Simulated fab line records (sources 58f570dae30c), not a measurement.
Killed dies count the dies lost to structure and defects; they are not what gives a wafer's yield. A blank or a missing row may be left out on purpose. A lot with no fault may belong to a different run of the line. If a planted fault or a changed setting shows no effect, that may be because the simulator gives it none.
Which tool did it? -- flow berkeley-cmos170 -- 42 wafers from 14 lots sampled at 2 of the route's 331 steps

WHAT THE GAUGES READ, wafer by wafer
UCB170_NSD_CD_MEAS_06: target cd 1200 nm. Usual: cd-nm at 1200.4 nm, with a standard deviation of 1.3.
lot,measured,on,cd-nm (nm),flag
L399,day 7 02:20,cd-sem-01,1199.8 1199.8 1199.7,
L400,day 7 22:25,cd-sem-02,1201.1 1200.6 1201.3,
L401,day 7 23:11,cd-sem-02,1199.8 1198.8 1199.6,
L405,day 8 05:52,cd-sem-02,1199.0 1200.0 1199.8,
L404,day 8 07:15,cd-sem-01,1199.8 1198.6 1201.8,
L406,day 9 00:55,cd-sem-02,1199.0 1199.0 1198.0,
L408,day 9 01:12,cd-sem-02,1202.3 1201.9 1202.7,
L410,day 9 11:58,cd-sem-01,1200.6 1200.4 1198.9,
L409,day 9 12:09,cd-sem-02,1200.9 1201.3 1200.7,
L418,day 11 12:09,cd-sem-02,- - -,OFF
L419,day 11 12:23,cd-sem-01,- - -,OFF
L420,day 12 06:16,cd-sem-01,1198.8 1200.1 1200.1,
L421,day 12 06:26,cd-sem-02,1199.4 1199.9 1199.0,
L422,day 12 12:26,cd-sem-01,1202.1 1201.9 1202.2,

WHICH TOOL RAN EACH LOT (tool, then ch and the chambers of the sampled wafers, then the start)
lot,UCB170_NSD_COAT_01
L399,"litho-track-01 ch 0, day 7 01:23"
L400,"litho-track-03 ch 0, day 7 21:27"
L401,"litho-track-02 ch 0, day 7 22:22"
L405,"litho-track-03 ch 0, day 8 05:11"
L404,"litho-track-03 ch 0, day 8 06:10"
L406,"litho-track-01 ch 0, day 8 23:57"
L408,"litho-track-02 ch 0, day 8 23:59"
L410,"litho-track-02 ch 0, day 9 11:07"
L409,"litho-track-03 ch 0, day 9 11:19"
L418,"litho-track-01, day 11 11:22"
L419,"litho-track-02, day 11 11:41"
L420,"litho-track-02 ch 0, day 12 05:34"
L421,"litho-track-03 ch 0, day 12 05:44"
L422,"litho-track-03 ch 0, day 12 11:44"
- UCB170_NSD_COAT_01: resist thk 900 nm.

AS READ BY THE TOOLS THEMSELVES (means over the sampled wafers that have a number; for cases with no such wafer, the mark the record gives instead)
UCB170_NSD_COAT_01. Usual: chill-plate-temp-C 22.99 C, standard deviation 0.1; dispense-pressure-kPa 51 kPa, standard deviation 4.2.
lot,tool,chill-plate-temp-C (C),dispense-pressure-kPa (kPa),flag
L399,litho-track-01,22.95,57,
L400,litho-track-03,23.11,48,
L401,litho-track-02,22.91,49,
L405,litho-track-03,23.08,48,
L404,litho-track-03,23.20,48,
L406,litho-track-01,22.99,58,
L408,litho-track-02,22.98,49,
L410,litho-track-02,22.93,49,
L409,litho-track-03,22.94,48,
L418,litho-track-01,-,-,OFF
L419,litho-track-02,-,-,OFF
L420,litho-track-02,23.04,49,
L421,litho-track-03,22.95,48,
L422,litho-track-03,22.89,48,

THE ANSWER, worked out from the rows above alone
Rule: take the mean of a lot's wafers that have a number; if it is more than 3 standard deviations from the usual mean, the lot is off. Also off: a lot with no number at a reading for which 4 or more lots have one. Where the step has rows for the other lots, those lots are counted as sound. First the gauges in route order, then the tools' own readings, where a lot's mean is used as printed above. The first step at which some lot is off is used, and at that step the reading that is off furthest; a lot without a number counts as furthest.
Off: L418, L419 (UCB170_NSD_CD_MEAS_06, cd-nm). Without a number there: L418, L419.
If a tool, at a process step before that reading, ran all the lots that are off and no sound lot after the first of them, it fits. The gauges at UCB170_NSD_CD_MEAS_06 aren't tried: what is off there is off at UCB170_NSD_COAT_01 too, on other tools, and a gauge's error can't cause that. None of those tried fits.

WHAT WAS PUT IN BY THE SIMULATOR
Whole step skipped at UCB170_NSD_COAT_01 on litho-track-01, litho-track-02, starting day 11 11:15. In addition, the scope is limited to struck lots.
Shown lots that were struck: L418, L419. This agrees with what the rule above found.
